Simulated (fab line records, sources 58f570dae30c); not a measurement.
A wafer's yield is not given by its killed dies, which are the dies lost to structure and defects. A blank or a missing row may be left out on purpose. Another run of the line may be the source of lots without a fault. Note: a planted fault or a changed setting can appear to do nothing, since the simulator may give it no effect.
fab line records | flow berkeley-cmos170
[record] lots = 5 | wafers = 15 | last-day = 12
route steps=331 shown NVT@106
lots untouched by any fault: they come from a run of this same line in which no faults occurred
start-h: hours from the record's opening day to when the first of the lot's shown wafers began | wait-h: hours from the lot's prior step to this one | " same as the row above | L1.1+2: one row covering several wafers at once | - no value, or no start given | * or withheld: withheld | < > ~ a bound
route shown NAME@n: names a module that has steps shown in the file, with the first one's number in the route | usual: mean/standard deviation of fault-free wafers | same: alike in all rows | chamber/n: place in a boat | sites: per-site readings | _std_site: their standard deviation | _edge_site: the outer-site mean with the inner-site mean subtracted | radius-mm: how far each site lies from the wafer's centre | mask NAME#n: copy n | behind: the last tool/chamber to shape the wafer | hold: cause of the lot's hold/its duration in hours/its outcome | device: transistor that didn't switch, given as n, p or np | end of line: at the end of the route, the tests of the same wafers | a step without rows: its recipe alone | killed: not the wafer's yield, but the dies lost to structure and defects at the first sort | map: shows each die of a wafer: x if killed, . if not, _ if none is there
set.NAME: the run value of the setting; set.NAME@STEP: its run value at that earlier step | model.NAME: the simulator's own value behind a step, which no gauge read
lots seen at some steps along the route; tables by step, rows by wafer
services: from which hour (start-h, from the record's first day; less than 0 if before it) a tool's chamber was out of use, for how many hours, and why
[[steps]]
[step UCB170_NVT_SOFTBAKE_02]
[recipe] resist = KrF | temp-c = 130 | time-s = 60
lot.wafer  | tool           | chamber | start-h | wait-h
L079.3+5+6 | litho-track-04 | 0       | 157.68  | 0.1
L082.1+2+5 | litho-track-01 | 0       | 173.90  | 0.1
L092.1+3+5 | litho-track-01 | 0       | 203.51  | 0.1
L090.1+2+3 | litho-track-04 | 0       | 203.85  | 0.1
L093.2+4+6 | litho-track-02 | 0       | 223.63  | 0.1
[step UCB170_NVT_EXPOSE_03]
[recipe] mask-id = PWELL | target-cd-nm = 3000 | na = 0.5 | sigma-outer = 0.6 | source-shape = conventional | dose-mj = 30
[usual] focus-offset-nm = -0.1/0.55
[same] na = 0.5
lot.wafer | tool           | chamber | start-h | wait-h | mask    | focus-offset-nm
L079.3    | krf-scanner-01 | 0       | 158.17  | 0.5    | PWELL#0 | -0.1
L079.5    | "              | 0       | "       | "      | PWELL#0 | 0.3
L079.6    | "              | 0       | "       | "      | PWELL#0 | 0.2
L082.1    | krf-scanner-01 | 0       | 174.18  | 0.2    | PWELL#0 | -0.4
L082.2    | "              | 0       | "       | "      | PWELL#0 | -0.3
L082.5    | "              | 0       | "       | "      | PWELL#0 | -0.5
L092.1    | krf-scanner-02 | 0       | -       | -      | PWELL#0 | 0.9
L092.3    | "              | 0       | "       | "      | PWELL#0 | 0.6
L092.5    | "              | 0       | "       | "      | PWELL#0 | -0.1
L090.1    | krf-scanner-02 | 0       | -       | -      | PWELL#0 | -0.6
L090.2    | "              | 0       | "       | "      | PWELL#0 | 0.2
L090.3    | "              | 0       | "       | "      | PWELL#0 | 0.6
L093.2    | krf-scanner-02 | 0       | -       | -      | PWELL#0 | -0.8
L093.4    | "              | 0       | "       | "      | PWELL#0 | -0.5
L093.6    | "              | 0       | "       | "      | PWELL#0 | -1.2
[step UCB170_NVT_PEB_04]
[recipe] peb-temp-c = 130 | peb-time-s = withheld | resist = KrF
lot.wafer  | tool           | chamber | start-h | wait-h
L079.3+5+6 | litho-track-04 | 0       | 158.30  | 0.1
L082.1+2+5 | litho-track-04 | 0       | 174.95  | 0.8
L092.1+3+5 | litho-track-01 | 0       | -       | -
L090.1+2+3 | litho-track-01 | 0       | -       | -
L093.2+4+6 | litho-track-04 | 0       | -       | -
[step UCB170_NVT_DEVELOP_05]
[recipe] developer = TMAH | develop-time-s = 45 | resist = KrF | dev-temp-c = 21
lot.wafer  | tool           | chamber | start-h | wait-h
L079.3+5+6 | litho-track-04 | 0       | -       | -
L082.1+2+5 | litho-track-04 | 0       | -       | -
L092.1+3+5 | litho-track-01 | 0       | -       | -
L090.1+2+3 | litho-track-01 | 0       | -       | -
L093.2+4+6 | litho-track-04 | 0       | -       | -
[step UCB170_NVT_OVL_MEAS_06]
[usual] NVT_OVL = -1/7.1
lot.wafer | tool       | chamber | start-h | wait-h | NVT_OVL[nm]
L079.3    | overlay-02 | -       | 158.54  | -      | 9
L079.5    | "          | -       | "       | "      | 10
L079.6    | "          | -       | "       | "      | 11
L082.1    | overlay-01 | -       | 175.23  | -      | 9
L082.2    | "          | -       | "       | "      | -3
L082.5    | "          | -       | "       | "      | 4
L092.1    | overlay-01 | -       | 205.28  | -      | -9
L092.3    | "          | -       | "       | "      | -4
L092.5    | "          | -       | "       | "      | -7
L090.1    | overlay-02 | -       | 205.56  | -      | -5
L090.2    | "          | -       | "       | "      | -3
L090.3    | "          | -       | "       | "      | 1
L093.2    | overlay-01 | -       | 225.41  | -      | -15
L093.4    | "          | -       | "       | "      | -17
L093.6    | "          | -       | "       | "      | -17
[step UCB170_NVT_IMPLANT_07]
[recipe] species = BF2 | dose-cm2 = 3e+12 | energy-kev = 50 | tilt-deg = 7
[usual] beam-on-s = 10.02/0.18
lot.wafer | tool         | chamber | start-h | wait-h | beam-on-s
L079.3    | implanter-01 | 0       | 158.61  | 0.1    | 10.13
L079.5    | "            | 0       | "       | "      | 9.87
L079.6    | "            | 0       | "       | "      | 10.27
L082.1    | implanter-03 | 0       | 175.26  | 0.0    | 10.34
L082.2    | "            | 0       | "       | "      | 9.77
L082.5    | "            | 0       | "       | "      | 9.95
L092.1    | implanter-01 | 0       | 205.32  | 0.0    | 10.14
L092.3    | "            | 0       | "       | "      | 10.36
L092.5    | "            | 0       | "       | "      | 10.19
L090.1    | implanter-02 | 0       | 205.60  | 0.0    | 10.12
L090.2    | "            | 0       | "       | "      | 10.30
L090.3    | "            | 0       | "       | "      | 10.09
L093.2    | implanter-02 | 0       | 225.46  | 0.0    | 9.85
L093.4    | "            | 0       | "       | "      | 10.13
L093.6    | "            | 0       | "       | "      | 9.96
[step UCB170_NVT_STRIP_08]
[recipe] chemistry = O2 | power-w = 400 | pressure-mtorr = 3500 | platen-temp-c = withheld | o2-flow-sccm = 400 | overash-fraction = 0.5
[usual] drypump-motor-current-A = 5.7/0.45 | oes-product-au = 0.734/0.0042 | strip-time-to-endpoint-s = 21.61/0.056
lot.wafer | tool            | chamber | start-h | wait-h | drypump-motor-current-A | oes-product-au | rf-hours-counter-h | strip-time-to-endpoint-s
L079.3    | plasma-asher-04 | 1       | 158.75  | 0.1    | 5.7                     | 0.732          | -                  | 21.63
L079.5    | "               | 0       | "       | "      | 5.9                     | 0.733          | -                  | 21.62
L079.6    | "               | 1       | "       | "      | 5.7                     | 0.736          | -                  | 21.72
L082.1    | plasma-asher-03 | 1       | 175.41  | 0.1    | 5.0                     | 0.737          | 42                 | 21.61
L082.2    | "               | 0       | "       | "      | 5.8                     | 0.732          | 42                 | 21.71
L082.5    | "               | 0       | "       | "      | 5.7                     | 0.729          | -                  | 21.71
L092.1    | plasma-asher-03 | 0       | 205.47  | 0.1    | 5.7                     | 0.732          | 45                 | 21.55
L092.3    | "               | 1       | "       | "      | 5.0                     | 0.735          | -                  | 21.58
L092.5    | "               | 1       | "       | "      | 5.0                     | 0.732          | -                  | 21.52
L090.1    | plasma-asher-02 | 1       | 205.75  | 0.1    | 5.5                     | 0.731          | 54                 | 21.68
L090.2    | "               | 0       | "       | "      | 6.4                     | 0.734          | 54                 | 21.59
L090.3    | "               | 1       | "       | "      | 5.5                     | 0.723          | -                  | 21.61
L093.2    | plasma-asher-04 | 0       | 225.59  | 0.1    | 5.9                     | 0.733          | 39                 | 21.76
L093.4    | "               | 0       | "       | "      | 5.9                     | 0.734          | -                  | 21.59
L093.6    | "               | 0       | "       | "      | 5.9                     | 0.736          | -                  | 21.65
[[services]]
tool            | chamber | start-h | hours | kind
plasma-asher-03 | -       | 147.44  | 0.7   | repair
krf-scanner-01  | -       | 148.75  | 1.0   | pm
implanter-02    | -       | 179.57  | 3.3   | repair
implanter-01    | -       | 189.37  | 4.4   | pm
krf-scanner-01  | -       | 204.90  | 0.7   | repair
plasma-asher-03 | -       | 208.53  | 2.8   | pm
implanter-02    | -       | 209.96  | 3.6   | pm
implanter-01    | -       | 213.07  | 0.7   | repair
[[key]]
fault none
